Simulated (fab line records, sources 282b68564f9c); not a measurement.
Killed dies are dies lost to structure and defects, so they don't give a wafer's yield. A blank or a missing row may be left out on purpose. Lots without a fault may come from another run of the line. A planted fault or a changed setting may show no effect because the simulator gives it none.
A struck lot beside a sound one | flow rit_cmos | 43 steps out of a route of 202
Sound: wafers L302.3, L302.4, L302.5. Struck: wafer L316.3. (L316.2, L316.6 of the same lot were not struck and are left out.) The cause comes at the end.
At each step with rows: each side's tool, then ch and its chambers, then its first start. Under that, the readings that differ: sound wafers | struck wafers | difference of the means | sigmas: that difference in standard deviations of wafers without a fault.
alike: readings whose means differ by less than 2 such deviations, and words and numbers that are the same on both sides. not compared: withheld readings, readings that some wafer has no value for, bounds like >300 that may hide the same value, and numbers for which the record gives no deviation and whose values overlap.
The two part at a step that has a row with sigmas, a row that says differs or no value, or rows on one side only. Numbers that don't overlap but have no deviation are shown without sigmas and don't part them. A reading that every wafer of one side lacks parts them only if that side has two wafers or more.

first, 1 step without rows for these wafers: RIT_GATE_CVD_08 (deposits poly-Si from SiH4, target thk 250 nm, time 2220 s).
RIT_GATE_THK_MEAS_09:
  sound on film_metro-02, day 3 11:11; struck on film_metro-02, day 6 09:32
  alike: GATE_POLY_THK
then, 6 steps without rows for these wafers: RIT_GATE_HMDS_10 (prime time 60 s); RIT_GATE_COAT_11 (resist thk 850 nm); RIT_GATE_SOFTBAKE_12 (time 60 s); RIT_GATE_EXPOSE_13 (exposes mask M6, target cd 150 nm); RIT_GATE_PEB_14; RIT_GATE_DEVELOP_15 (develop time 50 s).
RIT_GATE_CD_MEAS_16: target cd 150 nm.
  sound on cd_sem-01, day 3 12:07; struck on cd_sem-01, day 6 10:39
  alike: cd_nm
RIT_GATE_OVL_MEAS_17:
  sound on overlay-01, day 3 12:12; struck on overlay-01, day 6 10:45
  alike: GATE_OVL
then, 1 step without rows for these wafers: RIT_GATE_HARDBAKE_18 (time 60 s).
RIT_GATE_ETCH_19: etches poly-Si in SF6/CHF3/O2, stops on SiO2, time 165 s, target depth 312.5 nm.
  sound on rie_si-01 ch 0,1, day 3 12:23; struck on rie_si-01 ch 3, day 6 10:56
  reading                | sound             | struck | difference | sigmas
  throttle_valve_pct (%) | 10.45 10.48 10.48 | 10.17  | -0.30      | -2
  alike: drypump_motor_current_A, oes_product_au
  not compared: rf_hours_counter_h
RIT_GATE_STRIP_20: strips in O2, time 180 s.
  sound on plasma_asher-04 ch 0,1, day 3 12:32; struck on plasma_asher-02 ch 1, day 6 11:02
  alike: drypump_motor_current_A
  not compared: rf_hours_counter_h
RIT_GATE_CD_MEAS_90: target cd 150 nm.
  sound on cd_sem-01, day 3 12:42; struck on cd_sem-01, day 6 11:14
  alike: cd_nm
then, 4 steps without rows for these wafers: RIT_REOX_CLEAN_00 (cleans in SC1, time 600 s); RIT_REOX_CLEAN_01 (cleans in dHF, time 30 s); RIT_REOX_CLEAN_02 (cleans in SC2, time 600 s); RIT_REOX_OXIDATION_03 (target thk 25.2 nm, ox time 5580 s).
RIT_REOX_THK_MEAS_04:
  sound on film_metro-01, day 3 16:02; struck on film_metro-03, day 6 14:32
  alike: REOX_OXIDE_THK
then, 6 steps without rows for these wafers: RIT_NLDD_HMDS_00 (prime time 60 s); RIT_NLDD_COAT_01 (resist thk 1000 nm); RIT_NLDD_SOFTBAKE_02 (time 60 s); RIT_NLDD_EXPOSE_03 (exposes mask M7, target cd 40700 nm); RIT_NLDD_PEB_04; RIT_NLDD_DEVELOP_05 (develop time 50 s).
RIT_NLDD_OVL_MEAS_06:
  sound on overlay-02, day 3 17:11; struck on overlay-02, day 6 15:26
  alike: NLDD_OVL
then, 2 steps without rows for these wafers: RIT_NLDD_HARDBAKE_07 (time 60 s); RIT_NLDD_IMPLANT_08.
RIT_NLDD_STRIP_09: strips in O2, time 180 s.
  sound on plasma_asher-04 ch 0,1, day 3 17:34; struck on plasma_asher-01 ch 0, day 6 15:46
  alike: drypump_motor_current_A
  not compared: rf_hours_counter_h
RIT_NLDD_TW_MEAS_10:
  sound on film_metro-02, day 3 17:41; struck on film_metro-02, day 6 15:57
  alike: NLDD_TW
then, 6 steps without rows for these wafers: RIT_PLDD_HMDS_00 (prime time 60 s); RIT_PLDD_COAT_01 (resist thk 1000 nm); RIT_PLDD_SOFTBAKE_02 (time 58.98 s); RIT_PLDD_EXPOSE_03 (exposes mask M8, target cd 40900 nm); RIT_PLDD_PEB_04; RIT_PLDD_DEVELOP_05 (develop time 50 s).
RIT_PLDD_OVL_MEAS_06:
  sound on overlay-01, day 3 18:52; struck on overlay-01, day 6 16:52
  alike: PLDD_OVL
then, 2 steps without rows for these wafers: RIT_PLDD_HARDBAKE_07 (time 60 s); RIT_PLDD_IMPLANT_08.
RIT_PLDD_STRIP_09: strips in O2, time 180 s.
  sound on plasma_asher-02 ch 0,1, day 3 19:15; struck on plasma_asher-04 ch 0, day 6 17:11
  alike: drypump_motor_current_A
  not compared: rf_hours_counter_h
RIT_PLDD_TW_MEAS_10:
  sound on film_metro-02, day 3 19:23; struck on film_metro-03, day 6 17:23
  reading | sound          | struck | difference | sigmas
  PLDD_TW | 2367 2387 2373 | 2285   | -91        | -3
then, 1 step without rows for these wafers: RIT_SPACER_CLEAN_00 (cleans in SC1, time 614.6 s).
RIT_M1_PROBE_99:
  sound on prober-02, day 4 09:10; struck on prober-01, day 7 06:47
  reading             | sound  | struck | difference | sigmas
  killed_at_front_end | 5 8 16 | 28     | +18        | +6
  killed_dies         | 6 8 16 | 28     | +18        | +6
  killed_on_rim       | 2 3 8  | 11     | +7         | +5
  alike: killed_at_contacts, killed_open, killed_short

WHERE THEY PART
First at RIT_GATE_ETCH_19; last, within this record, at RIT_M1_PROBE_99.

WHY: what the simulator had put in
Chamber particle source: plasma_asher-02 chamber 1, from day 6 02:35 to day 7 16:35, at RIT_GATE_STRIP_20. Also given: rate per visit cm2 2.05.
